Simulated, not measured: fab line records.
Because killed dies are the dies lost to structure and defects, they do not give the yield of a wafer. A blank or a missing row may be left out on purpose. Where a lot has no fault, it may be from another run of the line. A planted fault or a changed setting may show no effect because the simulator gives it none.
A struck lot beside a sound one / flow berkeley cmos170 / 15 steps out of a route of 331
Sound: wafers L669.3, L669.4, L669.5. Wafers struck: L677.3, L677.4, L677.6. At the end, the cause is stated.
For every step that has rows: the tool of each side, followed by ch and its chambers, followed by its first start. Under that, the readings that differ: sound wafers / struck wafers / difference of the means / sigmas: that difference in standard deviations of wafers without a fault.
alike: readings with means less than 2 such deviations apart, plus words and numbers identical on both sides. not compared: withheld readings, readings lacking a value on some wafer, bounds such as >300 that could conceal the same value, and numbers that have no deviation in the record and whose values overlap.
A row with sigmas, a row that says differs or no value, or rows on one side alone: a step with any of these is where the two part. When numbers do not overlap yet have no deviation, they are printed without sigmas and do not part them. Lack of a reading on every wafer of one side parts them only where that side has two or more wafers.

first, 6 steps without rows for these wafers: UCB170_M2_COAT_09; UCB170_M2_COAT_10 (resist thk 900 nm); UCB170_M2_SOFTBAKE_11 (time 60 s); UCB170_M2_EXPOSE_12 (exposes mask METAL2, target cd 700 nm); UCB170_M2_PEB_13; UCB170_M2_DEVELOP_14 (develop time 45 s).
UCB170_M2_CD_MEAS_15: target cd 700 nm.
  sound on cd sem-01, day 7 17:22; struck on cd sem-01, day 9 14:29
  alike: cd nm
UCB170_M2_OVL_MEAS_16:
  sound on overlay-01, day 7 17:28; struck on overlay-01, day 9 14:35
  alike: M2_OVL
UCB170_M2_ETCH_17: etches BARC in N2/H2.
  sound on rie diel-04 ch 1,3, day 7 17:29; struck on rie diel-03 ch 0,2,3, day 9 14:37
  alike: drypump motor current A, oes product au, throttle valve pct
UCB170_M2_METAL_ETCH_18: etches Al in Cl2/BCl3, stops on SiO2, target depth 1170 nm, time 195 s.
  sound on rie metal-03 ch 0,1, day 7 17:35; struck on rie metal-04 ch 0,1, day 9 14:43
reading=drypump motor current A (A); sound=5.5 6.2 6.2; struck=5.0 5.5 5.0; difference=-0.8; sigmas=-2
  alike: oes product au, throttle valve pct
  not compared: rf hours counter h
UCB170_M2_STRIP_19: strips in O2.
  sound on plasma asher-01 ch 0,1, day 7 17:44; struck on plasma asher-02 ch 0,1, day 9 14:52
  alike: drypump motor current A, oes product au
  not compared: rf hours counter h
UCB170_M2_CD_MEAS_90: target cd 700 nm.
  sound on cd sem-02, day 7 17:51; struck on cd sem-02, day 9 15:01
  alike: cd nm
UCB170_V2_CVD_00: deposits SiO2 from TEOS/O2, target thk 2000 nm, time 250 s.
  sound on pecvd-02 ch 1,2, day 7 17:56; struck on pecvd-04 ch 1,2, day 9 15:05
reading=heater power w (W); sound=324 190 232; struck=131 130 75; difference=-137; sigmas=-3
reading=rf fwd power W (W); sound=548.4 548.3 548.9; struck=771.0 767.1 770.0; difference=+220.8; sigmas=+99 or more
reading=model.SiO2_of_V2_CVD_00.thk nm (nm); sound=2032 2000 2050; struck=2220 2255 2237; difference=+210; sigmas=
UCB170_V2_THK_MEAS_01:
  sound on film metro-02, day 7 18:07; struck on film metro-01, day 9 15:16
reading=V2_TEOS_THK (nm); sound=2032 1999 2052; struck=2220 2255 2238; difference=+210; sigmas=+6
UCB170_V2_CMP_02: polishes SiO2.
  sound on cmp-01 ch 0,3, day 7 18:12; struck on cmp-01 ch 0,3, day 9 15:18
  alike: motor current A, retaining ring pressure frac

WHERE THEY PART
Last at UCB170_V2_THK_MEAS_01 as far as this record goes, first at UCB170_M2_METAL_ETCH_18. Later steps at which nothing parts them and some readings are alike: UCB170_V2_CMP_02.

WHY: what the simulator had put in
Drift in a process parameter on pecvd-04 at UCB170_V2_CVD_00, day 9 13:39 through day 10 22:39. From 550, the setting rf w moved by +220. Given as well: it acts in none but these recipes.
